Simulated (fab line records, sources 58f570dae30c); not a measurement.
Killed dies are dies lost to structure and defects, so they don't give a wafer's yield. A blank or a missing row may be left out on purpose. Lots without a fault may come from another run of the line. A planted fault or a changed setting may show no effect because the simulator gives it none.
Which tool did it? | flow berkeley_cmos170 | 7 lots, 21 wafers sampled, at 2 steps of a route of 331

WHAT THE GAUGES READ, wafer by wafer
UCB170_SPACER_THK_MEAS_01.
lot  | measured     | on            | SPACER_TEOS_THK (nm)
L673 | day 7 06:00  | film_metro-02 | 382 384 386
L674 | day 7 11:26  | film_metro-01 | 369 371 373
L682 | day 8 22:02  | film_metro-04 | 375 370 379
L687 | day 10 09:49 | film_metro-04 | 374 416 380
L689 | day 10 09:50 | film_metro-01 | 377 375 381
L691 | day 10 18:12 | film_metro-01 | 376 377 378
L696 | day 12 05:52 | film_metro-01 | 378 379 382

WHICH TOOL RAN EACH LOT (tool, then ch and the chambers of the sampled wafers, then the start)
lot  | UCB170_SPACER_CVD_00
L673 | pecvd-02 ch 0,1,2, day 7 05:56
L674 | pecvd-01 ch 0,1,2, day 7 11:23
L682 | pecvd-04 ch 0,2, day 8 21:59
L687 | pecvd-02 ch 0,2, day 10 09:46
L689 | pecvd-01 ch 0,1,2, day 10 09:47
L691 | pecvd-04 ch 0,1,2, day 10 18:09
L696 | pecvd-01 ch 0,1,2, day 12 05:49
- UCB170_SPACER_CVD_00: deposits SiO2 from TEOS/O2, target thk 376 nm, time 47 s.

THE ANSWER, worked out from the rows above alone
Rule: what is usual is taken from the lots themselves. Put in order of their means at a reading, lots are off if they are a third of the lots or fewer, leave a main group of 4 or more, and stand apart from it by a gap of 3 or more times the standard deviation of the main group's means; of several such gaps the widest counts. A main group whose means are all the same, to the digits that the tables above print for the reading, isn't used. A lot without any number at a reading at which 4 lots or more have one is off too. The other lots that the step has rows for count as sound.
No lot is off at any reading shown: from this, nothing can be told.

WHAT THE SIMULATOR HAD PUT IN
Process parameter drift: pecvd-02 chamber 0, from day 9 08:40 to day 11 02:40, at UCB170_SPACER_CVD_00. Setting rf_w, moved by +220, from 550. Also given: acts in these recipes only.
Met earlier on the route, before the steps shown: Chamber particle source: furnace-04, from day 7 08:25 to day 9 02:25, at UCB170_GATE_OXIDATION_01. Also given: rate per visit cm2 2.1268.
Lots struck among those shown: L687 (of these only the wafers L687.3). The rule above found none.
